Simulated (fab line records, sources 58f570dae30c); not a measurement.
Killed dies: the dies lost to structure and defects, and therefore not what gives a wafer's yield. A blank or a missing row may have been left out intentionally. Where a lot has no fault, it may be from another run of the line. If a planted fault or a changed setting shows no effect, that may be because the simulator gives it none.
Chamber matching	flow berkeleyCmos170	4 sister chambers for UCB170_GATE_ETCH_15 on rieSi-02
The step etches poly-Si in HBr/Cl2, stops on SiO2, time 56.3 s, target depth 278.2 nm. 4 wafers are shown with their chamber, then 7 later ones without.

## WAFERS PAIRED WITH THEIR CHAMBERS
wafer	chamber	throttleValvePct (%)
L774.1	3	26.48
L778.4	1	26.66
L786.2	2	26.83
L786.3	0	26.06

## WAFERS WITH NO CHAMBER GIVEN
wafer	throttleValvePct (%)
L786.4	26.48
L787.1	26.05
L787.3	26.65
L787.6	26.65
L790.1	26.48
L790.2	26.80
L790.5	26.05

## WHICH CHAMBER EACH ONE RAN IN
wafer	from the rows above	in truth
L786.4	3	3
L787.1	0	0
L787.3	1	1
L787.6	1	1
L790.1	3	3
L790.2	2	2
L790.5	0	0
Placed correctly: 7 of 7. From these rows, 0 cannot be placed. Placed wrongly: 0.
How it was worked out, from the rows above alone: a wafer's distance from a chamber is the root of the sum, over the readings, of the square of ((its reading less the chamber's mean) divided by the reading's scatter). The wafer belongs to the nearest chamber; if the next one is less than 2 further off, it can't be placed. For every chamber, the mean is computed from those of its wafers that are shown. The scatter (one wafer shown for each chamber): square how far every hidden wafer sits from the nearest shown wafer, average those squares and take the square root.
